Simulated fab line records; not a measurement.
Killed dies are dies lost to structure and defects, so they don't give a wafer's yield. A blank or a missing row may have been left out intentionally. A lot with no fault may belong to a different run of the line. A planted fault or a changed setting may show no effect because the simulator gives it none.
Which tool did it? -- flow ritCmos -- 39 wafers sampled from 13 lots at 1 step of a route of 202

## WHAT EACH GAUGE READ, for each wafer
No reading from a measuring or inspecting step in the record can be judged against a usual standard deviation.

## EACH LOT AND THE TOOL THAT RAN IT (in order: tool; ch and the chambers of the sampled wafers; start)
lot,RIT_PRETRO_STRIP_09
L792,"plasmaAsher-02 ch 0,1, day 2 07:37"
L793,"plasmaAsher-04 ch 0,1, day 2 13:11"
L795,"plasmaAsher-01 ch 0,1, day 2 23:29"
L796,"plasmaAsher-04 ch 0,1, day 3 03:34"
L797,"plasmaAsher-02 ch 0,1, day 3 08:32"
L798,"plasmaAsher-02 ch 0,1, day 3 13:37"
L801,"plasmaAsher-02 ch 0,1, day 4 04:46"
L802,"plasmaAsher-04 ch 0,1, day 4 10:34"
L803,"plasmaAsher-01 ch 0,1, day 4 16:01"
L804,"plasmaAsher-01 ch 0,1, day 4 20:52"
L805,"plasmaAsher-04 ch 0, day 5 02:05"
L814,"plasmaAsher-02 ch 0,1, day 6 21:32"
L815,"plasmaAsher-02 ch 0,1, day 7 03:25"
- RIT_PRETRO_STRIP_09: strips in O2, time 180 s.

## WHAT THE TOOLS THEMSELVES READ (means of the sampled wafers that have a number; where no wafer has one, the mark that the record gives instead)
RIT_PRETRO_STRIP_09.
lot,tool,drypumpMotorCurrentA (A),o2FlowSccm (sccm),runLengthS (s)
L792,plasmaAsher-02,6.5,4001,208.3
L793,plasmaAsher-04,5.6,3992,208.0
L795,plasmaAsher-01,6.4,4005,208.5
L796,plasmaAsher-04,5.9,4000,207.7
L797,plasmaAsher-02,6.4,3990,208.4
L798,plasmaAsher-02,6.3,3987,208.5
L801,plasmaAsher-02,6.4,4006,208.1
L802,plasmaAsher-04,5.9,4001,208.2
L803,plasmaAsher-01,6.0,4008,208.6
L804,plasmaAsher-01,6.4,4009,208.3
L805,plasmaAsher-04,6.3,3992,27.4
L814,plasmaAsher-02,6.4,4010,208.4
L815,plasmaAsher-02,6.4,3997,208.5

## THE ANSWER, worked out from the rows above alone
Rule: the usual values come from the lots themselves. Put in order of their means at a reading, lots are off if they are a third of the lots or fewer, leave a main group of 4 or more, and stand apart from it by a gap of 3 or more times the standard deviation of the main group's means; of several such gaps the widest counts. A main group whose means are all the same, to the digits that the tables above print for the reading, isn't used. Also off: a lot with no number at a reading for which 4 or more lots have one. All remaining lots with rows at the step are treated as sound. Order of review: gauges by route order, followed by the tools' own readings, for which a lot's mean as printed above is used. The first step at which some lot is off is used, and at that step the reading that is off furthest; a lot without a number counts as furthest.
Off at RIT_PRETRO_STRIP_09 (runLengthS): L805. For the main group the mean is 208.3 s and the standard deviation 0.25.
A tool fits if, at that step or a process step before it, it ran every lot that is off, and no sound lot after the first of them. One fits: RIT_PRETRO_STRIP_09 on plasmaAsher-04. Its last sound lot is L802 (day 4 10:34), its first lot that is off L805 (day 5 02:05): a fault that began between those two fits.
On the lots that are off, the tool's own readings at RIT_PRETRO_STRIP_09 differ by more than 5 times the standard deviation of the sound lots' means, which bears it out; runLengthS reads 27.4 s there versus 208.3 s on the sound lots.

## WHAT THE SIMULATOR HAD PUT IN
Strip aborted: plasmaAsher-04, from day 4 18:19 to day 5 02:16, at RIT_PRETRO_STRIP_09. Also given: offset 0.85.
Shown lots that were struck: L805. The rule given above showed the same thing.
